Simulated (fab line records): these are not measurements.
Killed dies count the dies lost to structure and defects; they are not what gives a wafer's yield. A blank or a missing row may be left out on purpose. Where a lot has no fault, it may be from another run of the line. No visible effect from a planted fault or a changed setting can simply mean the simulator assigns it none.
Chamber matching || flow berkeley_cmos170 || rie_diel-03 running UCB170_ZERO_ETCH_06: 4 sister chambers
The step etches SiO2 in CHF3/CF4/Ar, time 12 s. 14 wafers are shown with their chamber, then 7 later ones without.

## WAFERS, EACH WITH ITS CHAMBER
{"wafer": "L679.1", "chamber": 1, "throttle_valve_pct (%)": 9.30, "oes_product_au (a.u.)": 0.601}
{"wafer": "L679.2", "chamber": 0, "throttle_valve_pct (%)": 9.26, "oes_product_au (a.u.)": 0.607}
{"wafer": "L679.3", "chamber": 3, "throttle_valve_pct (%)": 9.15, "oes_product_au (a.u.)": 0.626}
{"wafer": "L685.1", "chamber": 0, "throttle_valve_pct (%)": 9.27, "oes_product_au (a.u.)": 0.610}
{"wafer": "L685.4", "chamber": 2, "throttle_valve_pct (%)": 9.40, "oes_product_au (a.u.)": 0.603}
{"wafer": "L685.6", "chamber": 1, "throttle_valve_pct (%)": 9.30, "oes_product_au (a.u.)": 0.607}
{"wafer": "L690.2", "chamber": 0, "throttle_valve_pct (%)": 9.28, "oes_product_au (a.u.)": 0.599}
{"wafer": "L690.4", "chamber": 3, "throttle_valve_pct (%)": 9.13, "oes_product_au (a.u.)": 0.617}
{"wafer": "L690.5", "chamber": 2, "throttle_valve_pct (%)": 9.40, "oes_product_au (a.u.)": 0.604}
{"wafer": "L693.1", "chamber": 3, "throttle_valve_pct (%)": 9.15, "oes_product_au (a.u.)": 0.625}
{"wafer": "L693.2", "chamber": 2, "throttle_valve_pct (%)": 9.41, "oes_product_au (a.u.)": 0.608}
{"wafer": "L693.3", "chamber": 0, "throttle_valve_pct (%)": 9.28, "oes_product_au (a.u.)": 0.599}
{"wafer": "L699.2", "chamber": 1, "throttle_valve_pct (%)": 9.29, "oes_product_au (a.u.)": 0.599}
{"wafer": "L699.3", "chamber": 0, "throttle_valve_pct (%)": 9.29, "oes_product_au (a.u.)": 0.605}

SIGNATURES (means of the wafers above)
{"reading": "throttle_valve_pct", "chamber 0": 9.2760, "chamber 1": 9.2967, "chamber 2": 9.4033, "chamber 3": 9.1433, "scatter within a chamber": 0.00959}
{"reading": "oes_product_au", "chamber 0": 0.60400, "chamber 1": 0.60233, "chamber 2": 0.60500, "chamber 3": 0.62267, "scatter within a chamber": 0.0044}
Rule: distance of a wafer from a chamber = root of the sum over the readings of ((wafer's reading minus chamber's mean) / reading's scatter) squared. If the next closest chamber is less than 2 further off than the closest, the wafer can't be placed; otherwise it belongs to the closest. The scatter: take each reading less its chamber's mean, square it, sum over the shown wafers, divide by the number of wafers less the number of chambers, and take the root.

## WAFERS WITH NO CHAMBER GIVEN
{"wafer": "L699.6", "throttle_valve_pct (%)": 9.40, "oes_product_au (a.u.)": 0.604}
{"wafer": "L701.2", "throttle_valve_pct (%)": 9.41, "oes_product_au (a.u.)": 0.600}
{"wafer": "L701.5", "throttle_valve_pct (%)": 9.29, "oes_product_au (a.u.)": 0.608}
{"wafer": "L701.6", "throttle_valve_pct (%)": 9.39, "oes_product_au (a.u.)": 0.608}
{"wafer": "L702.1", "throttle_valve_pct (%)": 9.26, "oes_product_au (a.u.)": 0.608}
{"wafer": "L702.2", "throttle_valve_pct (%)": 9.30, "oes_product_au (a.u.)": 0.608}
{"wafer": "L702.4", "throttle_valve_pct (%)": 9.16, "oes_product_au (a.u.)": 0.620}

## EACH ONE'S CHAMBER
{"wafer": "L699.6", "from the rows above": 2, "in truth": 2}
{"wafer": "L701.2", "from the rows above": 2, "in truth": 2}
{"wafer": "L701.5", "from the rows above": "can't be placed: 1 or 0", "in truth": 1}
{"wafer": "L701.6", "from the rows above": 2, "in truth": 2}
{"wafer": "L702.1", "from the rows above": 0, "in truth": 0}
{"wafer": "L702.2", "from the rows above": "can't be placed: 1 or 0", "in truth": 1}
{"wafer": "L702.4", "from the rows above": 3, "in truth": 3}
Correctly placed: 5 of 7. These rows do not allow placing 2 (true chamber among the candidates in 2). Wrongly placed: 0.
